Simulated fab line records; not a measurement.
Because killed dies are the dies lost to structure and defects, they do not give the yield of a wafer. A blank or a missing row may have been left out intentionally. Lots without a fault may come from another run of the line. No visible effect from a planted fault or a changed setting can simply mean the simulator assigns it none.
Which tool is to blame? -- flow rit_cmos -- Sampling: 15 lots, 45 wafers, 5 of 202 route steps

## WHAT EACH GAUGE READ, for each wafer
RIT_NWELL_TW_MEAS_10.
lot,measured,on,NWELL_TW
L843,day 2 04:56,film_metro-02,2136 2134 2146
L845,day 2 12:54,film_metro-01,2151 2151 2152
L847,day 2 21:56,film_metro-02,2148 2144 2152
L848,day 3 06:19,film_metro-01,2147 2132 2148
L849,day 3 09:29,film_metro-02,2136 2149 2127
L851,day 3 19:04,film_metro-02,2144 2140 2142
L852,day 3 23:00,film_metro-02,2137 2141 2132
L853,day 4 08:14,film_metro-04,2147 2138 2134
L856,day 4 20:45,film_metro-02,2140 2136 2133
L859,day 5 15:36,film_metro-04,2138 2139 2142
L860,day 5 15:51,film_metro-02,2121 2136 2134
L861,day 5 21:09,film_metro-01,2167 2152 2149
L862,day 6 03:30,film_metro-02,2156 2134 2137
L863,day 6 06:19,film_metro-02,2138 2128 2150
L864,day 6 10:58,film_metro-04,2136 2131 2123

RIT_PWELL_TW_MEAS_10.
lot,measured,on,PWELL_TW
L843,day 2 06:29,film_metro-01,956 959 958
L845,day 2 14:32,film_metro-04,954 961 962
L847,day 2 23:29,film_metro-01,955 960 953
L848,day 3 08:05,film_metro-01,956 958 954
L849,day 3 11:02,film_metro-01,952 949 952
L851,day 3 20:45,film_metro-02,960 953 948
L852,day 4 00:33,film_metro-04,950 949 946
L853,day 4 09:47,film_metro-01,949 952 949
L856,day 4 22:20,film_metro-02,950 949 949
L859,day 5 17:16,film_metro-02,949 950 947
L860,day 5 17:32,film_metro-01,1000 999 999 1002 996 998
L861,day 5 22:43,film_metro-01,1002 998 993 996 1000 1000
L862,day 6 05:19,film_metro-01,1015 1009 1009 1006 1014 1014
L863,day 6 08:03,film_metro-02,945 942 947
L864,day 6 12:31,film_metro-02,946 946 948

RIT_WELLDRIVE_RS_MEAS_02: measures by four-point-probe.
lot,measured,on,PWELL_RS (ohm/sq)
L843,day 2 11:46,film_metro-04,429.4 431.4 429.7
L845,day 2 19:49,film_metro-02,428.4 427.6 428.3
L847,day 3 05:08,film_metro-02,428.0 428.7 428.8
L848,day 3 13:21,film_metro-02,428.6 428.0 428.3
L849,day 3 16:18,film_metro-02,431.8 430.1 430.4
L851,day 4 03:11,film_metro-04,429.0 428.9 429.8
L852,day 4 07:32,film_metro-02,428.6 429.0 429.2
L853,day 4 15:28,film_metro-02,429.6 430.1 428.8
L856,day 5 04:19,film_metro-02,427.4 429.1 428.3
L859,day 5 22:33,film_metro-02,427.4 428.3 426.6
L860,day 6 03:47,film_metro-02,392.0 391.2 391.8 390.9 392.5 391.4
L861,day 6 10:08,film_metro-04,392.1 393.4 392.8 392.5 391.7 392.7
L862,day 6 17:02,film_metro-01,390.6 391.0 390.9 391.1 391.8 390.8
L863,day 6 14:17,film_metro-01,428.9 428.0 429.1
L864,day 6 18:51,film_metro-01,428.4 430.7 428.0

RIT_NSD_TW_MEAS_10.
lot,measured,on,NSD_TW
L843,day 3 06:47,film_metro-01,3138 3126 3132
L845,day 3 18:50,film_metro-01,3138 3137 3146
L847,day 3 23:51,film_metro-04,3114 3126 3121
L848,day 4 08:45,film_metro-03,3081 3082 3081
L849,day 4 15:42,film_metro-03,3066 3062 3078
L851,day 4 23:20,film_metro-03,3084 3079 3065
L852,day 5 03:50,film_metro-04,3122 3112 3132
L853,day 5 16:51,film_metro-01,3126 3133 3140
L856,day 6 01:11,film_metro-03,3076 3089 3088
L859,day 6 17:36,film_metro-04,3113 3105 3110
L860,day 7 07:47,film_metro-04,3104 3085 3120
L861,day 7 13:31,film_metro-01,3155 3156 3173
L862,day 7 21:02,film_metro-04,3104 3104 3097
L863,day 7 09:02,film_metro-03,3102 3093 3115
L864,day 7 14:08,film_metro-03,3100 3095 3080

## WHICH TOOL RAN EACH LOT (tool, then ch and the chambers of the sampled wafers, then the start)
lot,RIT_PWELL_IMPLANT_08
L843,"implanter-04 ch 0, day 2 06:10"
L845,"implanter-04 ch 0, day 2 14:14"
L847,"implanter-01 ch 0, day 2 23:11"
L848,"implanter-01 ch 0, day 3 07:46"
L849,"implanter-01 ch 0, day 3 10:43"
L851,"implanter-04 ch 0, day 3 20:25"
L852,"implanter-04 ch 0, day 4 00:13"
L853,"implanter-04 ch 0, day 4 09:28"
L856,"implanter-03 ch 0, day 4 22:04"
L859,"implanter-01 ch 0, day 5 16:58"
L860,"implanter-04 ch 0, day 5 17:14"
L861,"implanter-04 ch 0, day 5 22:23"
L862,"implanter-04 ch 0, day 6 05:00"
L863,"implanter-01 ch 0, day 6 07:43"
L864,"implanter-01 ch 0, day 6 12:11"
- RIT_PWELL_IMPLANT_08

## WHAT THE TOOLS THEMSELVES READ (means of the sampled wafers that have a number; where no wafer has one, the mark that the record gives instead)
RIT_PWELL_IMPLANT_08.
lot,tool,dose_ions_cm2,faraday_current_uA
L843,implanter-04,7e+13,225
L845,implanter-04,7e+13,223
L847,implanter-01,7e+13,223
L848,implanter-01,7e+13,225
L849,implanter-01,7e+13,223
L851,implanter-04,7e+13,222
L852,implanter-04,7e+13,221
L853,implanter-04,7e+13,223
L856,implanter-03,7e+13,226
L859,implanter-01,7e+13,221
L860,implanter-04,8e+13,257
L861,implanter-04,8e+13,259
L862,implanter-04,8e+13,261
L863,implanter-01,7e+13,222
L864,implanter-01,7e+13,221

## THE ANSWER, worked out from the rows above alone
Rule: the lots themselves supply what counts as usual. Put in order of their means at a reading, lots are off if they are a third of the lots or fewer, leave a main group of 4 or more, and stand apart from it by a gap of 3 or more times the standard deviation of the main group's means; of several such gaps the widest counts. The tables above print the reading to a certain number of digits; a main group whose means all agree to those digits is not used. Also off: a lot with no number at a reading for which 4 or more lots have one. Where the step has rows for the other lots, those lots are counted as sound. Order of review: gauges by route order, followed by the tools' own readings, for which a lot's mean as printed above is used. At the first step where some lot is off, the reading lying furthest off is the one used; lots without a number count as furthest.
Off: L860, L861, L862, at RIT_PWELL_TW_MEAS_10 (PWELL_TW). The main group: mean 952, standard deviation 4.4.
A tool fits if, at a process step before that reading, it ran every lot that is off, and no sound lot after the first of them. The gauges at RIT_PWELL_TW_MEAS_10 aren't tried: what is off there is off at RIT_PWELL_IMPLANT_08 too, on other tools, and a gauge's error can't cause that. One fits: RIT_PWELL_IMPLANT_08 on implanter-04. A fault onset in the window from L853 (day 4 09:28, its last sound lot) to L860 (day 5 17:14, its first lot off) fits.
The tool's own readings at RIT_PWELL_IMPLANT_08 bear it out: on the lots that are off they differ by more than 5 times the standard deviation of the sound lots' means. dose_ions_cm2 reads 8e+13 there against 7e+13 on the sound lots; faraday_current_uA reads 259 there against 223 on the sound lots.

## WHAT WAS PUT IN BY THE SIMULATOR
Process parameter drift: implanter-04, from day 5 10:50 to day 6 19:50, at RIT_PWELL_IMPLANT_08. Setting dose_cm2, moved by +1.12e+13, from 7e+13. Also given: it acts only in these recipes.
Struck lots among those shown: L860, L861, L862. This agrees with what the rule above found.
